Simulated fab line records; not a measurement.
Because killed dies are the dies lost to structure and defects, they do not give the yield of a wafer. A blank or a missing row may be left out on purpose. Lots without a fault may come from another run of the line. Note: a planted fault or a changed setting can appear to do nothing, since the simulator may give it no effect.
8D (eight disciplines) problem report, filled in by code + flow rit_cmos + the parts of the form that need people (team, actions taken, sign-off) are left out

1. WHAT IS WRONG
Mean PLDD_OVL at RIT_PLDD_OVL_MEAS_06: 240.9 nm over 9 wafers in 3 lots; fault-free wafers: 0.5 nm, standard deviation 1.3. That is +99 or more standard deviations from the usual mean.
The first sign was on wafer L618.1 at day 4 17:17, on overlay-01. Wafers with a number at this step in the record: 42, from 14 lots. By rule, "out" or "out of limits" means more than 4 standard deviations away from the usual mean. The rest of the wafers with a number are treated as sound.

2. WHAT IT IS AND WHAT IT IS NOT
| question                    | is                     | is not                                                                          |
|-----------------------------|------------------------|---------------------------------------------------------------------------------|
| which readings at this step | PLDD_OVL               | -                                                                               |
| which lots                  | L618, L619, L620       | L609, L610, L611, L612, L613, L614, L616, L617, L629, L630, L632                |
| which wafers of those lots  | all that have a number | -                                                                               |
| read on which gauges        | overlay-01, overlay-02 | -                                                                               |
| when                        | from day 4 17:17       | up to then (24 sound wafers); but 9 sound wafers of L629, L630, L632 came after |

3. WHAT RULES OUT EACH SUSPECT
Counting: a tool at any process step up to the reading remains a suspect when it ran all the lots that are out and ran no sound lot after the first of those.
- ruled out: the gauge at RIT_PLDD_OVL_MEAS_06. Those wafers that are out were read across 2 gauges (overlay-01, overlay-02).
- iline_stepper-02 at RIT_PLDD_EXPOSE_03 (exposes mask M8, target cd 40900 nm): kept. Every lot that is out went through it, starting with L618 (day 4 16:53), and after that it ran no sound lot; the last sound lot it ran before then is L617 (day 4 14:51).
The count leaves iline_stepper-02 at RIT_PLDD_EXPOSE_03.

4. THE CAUSE (what the simulator had put in)
Scanner matching overlay: iline_stepper-02, from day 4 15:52 on, at RIT_PLDD_EXPOSE_03. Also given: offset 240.
Only this tool survived the counting.

5. SEQUENCE OF EFFECTS, ordered by route
Each row: a reading where the mean over the struck wafers with a number is more than 3 standard deviations away from the usual. Readings are gone through only where the record gives a usual standard deviation; hours: the median, over the lots, of the time from a lot's start at the first step in this table giving one to that lot's start at this step; sigmas: the change measured in usual standard deviations.
| hours | step                 | reading  | usual  | on struck wafers | change | sigmas      |
|-------|----------------------|----------|--------|------------------|--------|-------------|
| 0     | RIT_PLDD_OVL_MEAS_06 | PLDD_OVL | 0.5 nm | 240.9            | +240.4 | +99 or more |

6. HOW IT WOULD HAVE BEEN CAUGHT EARLIER
In this record the first reading out of limits at a measuring or inspecting step was taken at day 4 17:17, 1 hour after the fault began at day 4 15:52.
Of the lots that are out (3), L619, L620 began RIT_PLDD_EXPOSE_03 on iline_stepper-02 after day 4 17:17. A hold on the tool at that time would have spared those 2.
